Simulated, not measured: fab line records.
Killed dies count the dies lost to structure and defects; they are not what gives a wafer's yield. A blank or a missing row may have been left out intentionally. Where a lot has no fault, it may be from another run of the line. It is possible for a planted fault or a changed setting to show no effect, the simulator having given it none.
Comparing a struck lot with a sound one / flow berkeley cmos170 / 19 out of 331 route steps
Sound: these wafers, L916.2, L916.3, L916.4. Wafers L924.1, L924.2, L924.6 were the ones struck. The cause comes at the end.
Per side, at each step with rows, come the tool, then ch with its chambers, and then its first start. Under that, the readings that differ: sound wafers / struck wafers / difference of the means / sigmas: that difference in standard deviations of wafers without a fault.
alike: same words and numbers on both sides, and readings whose means sit less than 2 such deviations apart. not compared: any withheld reading, any reading some wafer has no value for, any bound like >300 that may hide the same value, and any number with overlapping values for which the record gives no deviation.
Wherever a step has rows on one side only, a row that says differs or no value, or a row with sigmas, the two part there. Numbers that don't overlap but have no deviation are shown without sigmas and don't part them. Lack of a reading on every wafer of one side parts them only where that side has two or more wafers.

first, 1 step without rows for these wafers: UCB170_M3_PRE_CLEAN_00 (preclean etch time 60 s).
UCB170_M3_SPUTTER_01: material Al, target thk 900 nm, time 120 s.
  struck on pvd sputter-02, day 11 08:52; sound on pvd sputter-03, day 9 22:40
  alike: chamber pressure pa, throttle valve pct
UCB170_M3_RS_MEAS_02: measurement is done with a four-point probe.
  struck on film metro-03, day 11 08:57; sound on film metro-04, day 9 22:46
  alike: M3_AL_RS
UCB170_M3_THK_MEAS_03: measures by xrf.
  struck on film metro-03, day 11 09:04; sound on film metro-04, day 9 22:52
  alike: M3_AL_THK
then, 3 steps without rows for these wafers: UCB170_M3_HMDS_04 (prime time 60 s); UCB170_M3_COAT_05 (resist thk 900 nm); UCB170_M3_SOFTBAKE_06 (time 60 s).
UCB170_M3_STRIP_07: strips in O2.
  sound on plasma asher-04 ch 0,1, day 9 23:56; struck on plasma asher-04 ch 0,1, day 11 09:35
  alike: drypump motor current A, o2 flow sccm, oes product au, strip time to endpoint s
  not compared: rf hours counter h
then, 4 steps without rows for these wafers: UCB170_M3_STRIP_08 (strips KrF in DMSO, time 600 s); UCB170_M3_COAT_09; UCB170_M3_COAT_10 (resist thk 900 nm); UCB170_M3_SOFTBAKE_11 (time 60 s).
UCB170_M3_EXPOSE_12: exposes mask METAL3, target cd 700 nm.
  sound on krf scanner-02 ch 0, day 10 01:12; struck on krf scanner-01 ch 0, day 11 11:42
reading=model.M3.overlay x nm (nm); sound=2.272 2.272 2.272; struck=65.86 65.86 65.86; difference=+63.59; sigmas=
  alike: mask
then, 2 steps without rows for these wafers: UCB170_M3_PEB_13; UCB170_M3_DEVELOP_14 (develop time 45 s).
UCB170_M3_CD_MEAS_15: target cd 700 nm.
  struck on cd sem-01, day 11 12:29; sound on cd sem-02, day 10 01:37
  alike: cd nm
UCB170_M3_OVL_MEAS_16:
  struck on overlay-01, day 11 12:37; sound on overlay-02, day 10 01:44
reading=M3_OVL (nm); sound=3 4 1; struck=69 76 74; difference=+70; sigmas=+12
UCB170_M3_ETCH_17: etches BARC in N2/H2.
  sound on rie diel-01 ch 0,1,3, day 10 01:46; struck on rie diel-02 ch 0,2, day 11 12:38
  alike: drypump motor current A, oes product au, throttle valve pct
UCB170_M3_PROBE_99:
  struck on prober-01, day 11 13:24; sound on prober-01, day 10 02:23
reading=model.etest.pldd.line ohm um; sound=1831 1839 1845; struck=1475 1428 1449; difference=-388; sigmas=
reading=model.etest.nldd.line ohm um; sound=1262 1275 1269; struck=1022 1009 1008; difference=-256; sigmas=
reading=model.etest.nldd.width nm (nm); sound=611 600.7 604.8; struck=750.4 760 750.5; difference=+148.1; sigmas=
reading=model.etest.pldd.width nm (nm); sound=605.6 598.7 605.1; struck=750.1 761.7 750.9; difference=+151.1; sigmas=
reading=model.etest.pplus sal.width nm (nm); sound=711.7 701.6 696.4; struck=817.8 831.1 814.5; difference=+117.9; sigmas=
reading=model.etest.nplus sal.width nm (nm); sound=710.9 700.3 697.7; struck=820.7 833.5 819.3; difference=+121.5; sigmas=
reading=model.etest.nmos narrow.drive ua um; sound=363.6 356.1 364.7; struck=416.7 436 426; difference=+64.8; sigmas=
reading=model.etest.pmos narrow.drive ua um; sound=147.2 142.6 144.8; struck=170.5 173.1 169.3; difference=+26.1; sigmas=

== WHERE THEY PART ==
Within this record, at UCB170_M3_OVL_MEAS_16 only. Later steps at which nothing parts them and some readings are alike: UCB170_M3_ETCH_17.

WHY: what the simulator had put in
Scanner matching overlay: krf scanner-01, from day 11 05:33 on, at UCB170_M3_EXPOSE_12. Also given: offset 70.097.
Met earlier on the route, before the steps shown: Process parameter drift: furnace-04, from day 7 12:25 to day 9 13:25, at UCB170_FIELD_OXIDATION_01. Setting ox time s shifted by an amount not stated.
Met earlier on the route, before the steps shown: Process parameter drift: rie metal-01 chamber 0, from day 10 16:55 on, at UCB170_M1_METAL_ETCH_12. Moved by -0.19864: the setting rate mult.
